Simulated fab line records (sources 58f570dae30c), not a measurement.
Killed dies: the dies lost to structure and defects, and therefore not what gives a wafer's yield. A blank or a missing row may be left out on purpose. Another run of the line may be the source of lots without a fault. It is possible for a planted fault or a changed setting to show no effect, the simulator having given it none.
Split-lot experiment | flow berkeleyCmos170 | 23 wafers read across 5 lots, on a route 331 steps long

SPLIT DETAILS
At UCB170_SILICIDE_SPUTTER_01 (material Ti, target thk 30 nm, time 25 s), the setting powerW was moved away from the recipe's 1500 W on 9 of the 23 wafers read, by -12.0% to +11.7%. This setting was run at the recipe's value on the other wafers.

THE PATH FROM SPLIT TO READING: the file shows 1 step between them
- UCB170_SILICIDE_RS_MEAS_02: measures by four-point-probe

THE READING
SILICIDE_TI_THK, in nm, at UCB170_SILICIDE_THK_MEAS_03 (measures by xrf). A value of 30.1 nm with a standard deviation of 0.31 nm is what fault-free wafers of this fab line usually give.

wafer  | tool, chamber at the split | powerW as run, W | against the recipe | SILICIDE_TI_THK, nm | against lot-mates on the recipe
L079.1 | pvdSputter-02, -           | 1500             | recipe             | 30.3                | -
L079.2 | pvdSputter-02, -           | 1676             | +11.7%             | 33.9                | +3.7
L079.4 | pvdSputter-02, -           | 1676             | +11.7%             | 33.9                | +3.7
L079.5 | pvdSputter-02, -           | 1500             | recipe             | 30.2                | -
L079.6 | pvdSputter-02, -           | 1500             | recipe             | 30.2                | -
L080.1 | pvdSputter-03, -           | 1500             | recipe             | 30.1                | -
L080.2 | pvdSputter-03, -           | 1500             | recipe             | 29.8                | -
L080.3 | pvdSputter-03, -           | 1675             | +11.7%             | 33.5                | +3.6
L080.5 | pvdSputter-03, -           | 1500             | recipe             | 29.7                | -
L080.6 | pvdSputter-03, -           | 1675             | +11.7%             | 33.6                | +3.7
L081.2 | pvdSputter-04, -           | 1664             | +10.9%             | 33.3                | +3.3
L081.3 | pvdSputter-04, -           | 1664             | +10.9%             | 33.7                | +3.7
L081.4 | pvdSputter-04, -           | 1664             | +10.9%             | 32.8                | +2.8
L081.5 | pvdSputter-04, -           | 1500             | recipe             | 30.3                | -
L081.6 | pvdSputter-04, -           | 1500             | recipe             | 29.7                | -
L083.3 | pvdSputter-02, -           | 1500             | recipe             | 30.4                | -
L083.5 | pvdSputter-02, -           | 1500             | recipe             | 30.1                | -
L083.6 | pvdSputter-02, -           | 1500             | recipe             | 30.0                | -
L085.2 | pvdSputter-04, -           | 1500             | recipe             | 30.3                | -
L085.3 | pvdSputter-04, -           | 1320             | -12.0%             | 26.7                | -3.7
L085.4 | pvdSputter-04, -           | 1320             | -12.0%             | 26.2                | -4.2
L085.5 | pvdSputter-04, -           | 1500             | recipe             | 30.5                | -
L085.6 | pvdSputter-04, -           | 1500             | recipe             | 30.5                | -

THE FIT
A straight line over all 23 wafers: SILICIDE_TI_THK changes by +0.301 nm for each +1% of powerW; r = +0.99; the points scatter about the line by 0.28 nm.
The same after taking each lot's own level away (the mean of its wafers on the recipe; 23 wafers): +0.316 nm for each +1%; r = +1.00; scatter 0.22 nm.
On that fit, the largest move of powerW shifts the reading by 3.8 nm.
Measured against the standard deviation above, the lots' own levels, which go from 29.87 to 30.43 nm, span 1.8 times it.
Consequently the slope shifts little with the lot-to-lot level, the two slopes agreeing.
Check: for one of the wafers moved furthest among these (-12.0%), held out of the fit, the line's prediction against its lot-mates is -3.87 nm. Against them it came out at -3.73 nm.

THE OTHER SPLITS THESE WAFERS WENT THROUGH
Note: prior to the reading, these wafers also went through further splits. Each is held against what the fit with the lots' levels taken away leaves over:
other split on the same wafers  | wafers away from the commonest value | r with SILICIDE_TI_THK (lot level and that fit taken away)
UCB170_PSD_IMPLANT_08 energyKev | 12                                   | -0.04

THE WHOLE CHAIN: every reading that the file lists as answering this split, in the file's order
step                        | what it does                             | reading                                                                          | change (the file's fit)               | r (the file's)
UCB170_SILICIDE_SPUTTER_01  | material Ti, target thk 30 nm, time 25 s | Ti_of_SILICIDE_SPUTTER_01.thkNm (the simulator's own value, which no gauge read) | +0.318 nm for each +1% of the setting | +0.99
UCB170_SILICIDE_RS_MEAS_02  | measures by four-point-probe             | SILICIDE_TI_RS                                                                   | -0.314 for each +1% of the setting    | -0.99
UCB170_SILICIDE_THK_MEAS_03 | measures by xrf                          | SILICIDE_TI_THK                                                                  | +0.316 for each +1% of the setting    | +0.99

FILE'S OWN FIT
SILICIDE_TI_THK changes by +0.316 nm for each +1% of powerW, r = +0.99.
